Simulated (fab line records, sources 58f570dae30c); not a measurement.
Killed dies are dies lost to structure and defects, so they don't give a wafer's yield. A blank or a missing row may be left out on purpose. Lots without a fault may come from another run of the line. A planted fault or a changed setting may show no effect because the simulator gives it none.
Split-lot experiment | flow berkeley_cmos170 | 5 lots, 23 wafers read, on a route of 331 steps

THE SPLIT
At UCB170_SPACER_CVD_00 (deposits SiO2 from TEOS/O2, target thk 376 nm, time 47 s), the setting time_s was moved away from the recipe's 47 s on 6 of the 23 wafers read, by -8.0% to +13.6%. The other wafers ran this setting at the recipe's value.

FROM THE SPLIT TO THE READING: what the file shows between them, 2 steps
- UCB170_SPACER_THK_MEAS_01
- UCB170_SPACER_ANNEAL_02: time 1800 s

THE READING
oes_product_au, in a.u., at UCB170_SPACER_ETCHBACK_03 (etches SiO2 in CHF3/CF4/Ar, stops on Si, target depth 376 nm, time 100 s). Fault-free wafers of this fab line usually give 0.898 a.u., standard deviation 0.015 a.u..

wafer  | tool, chamber at the split | time_s as run, s | against the recipe | oes_product_au, a.u. | against lot-mates on the recipe
L074.1 | pecvd-03, 2                | 43.24            | -8.0%              | 0.840                | -0.055
L074.2 | pecvd-03, 1                | 43.24            | -8.0%              | 0.841                | -0.054
L074.4 | pecvd-03, 0                | 47               | recipe             | 0.891                | -
L074.5 | pecvd-03, 1                | 47               | recipe             | 0.891                | -
L074.6 | pecvd-03, 2                | 47               | recipe             | 0.902                | -
L075.1 | pecvd-01, 1                | 47               | recipe             | 0.877                | -
L075.3 | pecvd-01, 0                | 47               | recipe             | 0.904                | -
L075.4 | pecvd-01, 2                | 47               | recipe             | 0.904                | -
L075.5 | pecvd-01, 1                | 47               | recipe             | 0.897                | -
L075.6 | pecvd-01, 0                | 47               | recipe             | 0.879                | -
L078.1 | pecvd-03, 0                | 47               | recipe             | 0.906                | -
L078.4 | pecvd-03, 1                | 47               | recipe             | 0.924                | -
L078.5 | pecvd-03, 2                | 47               | recipe             | 0.901                | -
L079.1 | pecvd-02, 1                | 47               | recipe             | 0.901                | -
L079.2 | pecvd-02, 0                | 47               | recipe             | 0.881                | -
L079.3 | pecvd-02, 2                | 53.39            | +13.6%             | 0.953                | +0.061
L079.4 | pecvd-02, 1                | 53.39            | +13.6%             | 0.981                | +0.089
L079.5 | pecvd-02, 0                | 47               | recipe             | 0.894                | -
L082.1 | pecvd-01, 1                | 47               | recipe             | 0.895                | -
L082.2 | pecvd-01, 2                | 50.21            | +6.8%              | 0.964                | +0.060
L082.4 | pecvd-01, 1                | 50.21            | +6.8%              | 0.965                | +0.061
L082.5 | pecvd-01, 2                | 47               | recipe             | 0.901                | -
L082.6 | pecvd-01, 0                | 47               | recipe             | 0.917                | -

THE FIT
A straight line over all 23 wafers: oes_product_au changes by +0.00627 a.u. for each +1% of time_s; r = +0.91; the points scatter about the line by 0.015 a.u..
The same after taking each lot's own level away (the mean of its wafers on the recipe; 23 wafers): +0.0063 a.u. for each +1%; r = +0.94; scatter 0.012 a.u..
On that fit, the largest move of time_s shifts the reading by 0.086 a.u..
The lots' own levels span 0.8920 to 0.9103 a.u., that is 1.2 times the standard deviation above.
So the lot-to-lot level changes the slope little: the two slopes agree.
Check: with one of the wafers moved furthest among these (+13.6%) left out of the fit, the line predicts +0.0976 a.u. for it against its lot-mates. It came out at +0.061 a.u. against them.

THE WHOLE CHAIN: every reading that the file lists as answering this split, in the file's order
step                      | what it does                                                             | reading                                                                       | change (the file's fit)                  | r (the file's)
UCB170_SPACER_CVD_00      | deposits SiO2 from TEOS/O2, target thk 376 nm, time 47 s                 | SiO2_of_SPACER_CVD_00.thk_nm (the simulator's own value, which no gauge read) | +3.95 nm for each +1% of the setting     | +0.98
UCB170_SPACER_THK_MEAS_01 |                                                                          | SPACER_TEOS_THK                                                               | +3.95 for each +1% of the setting        | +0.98
UCB170_SPACER_ETCHBACK_03 | etches SiO2 in CHF3/CF4/Ar, stops on Si, target depth 376 nm, time 100 s | oes_product_au                                                                | +0.0063 a.u. for each +1% of the setting | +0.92
UCB170_SPACER_ETCHBACK_03 | etches SiO2 in CHF3/CF4/Ar, stops on Si, target depth 376 nm, time 100 s | etch.depth_nm (the simulator's own value, which no gauge read)                | +3.92 nm for each +1% of the setting     | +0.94

THE FILE'S OWN FIT
oes_product_au changes by +0.0063 a.u. for each +1% of time_s, r = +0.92.
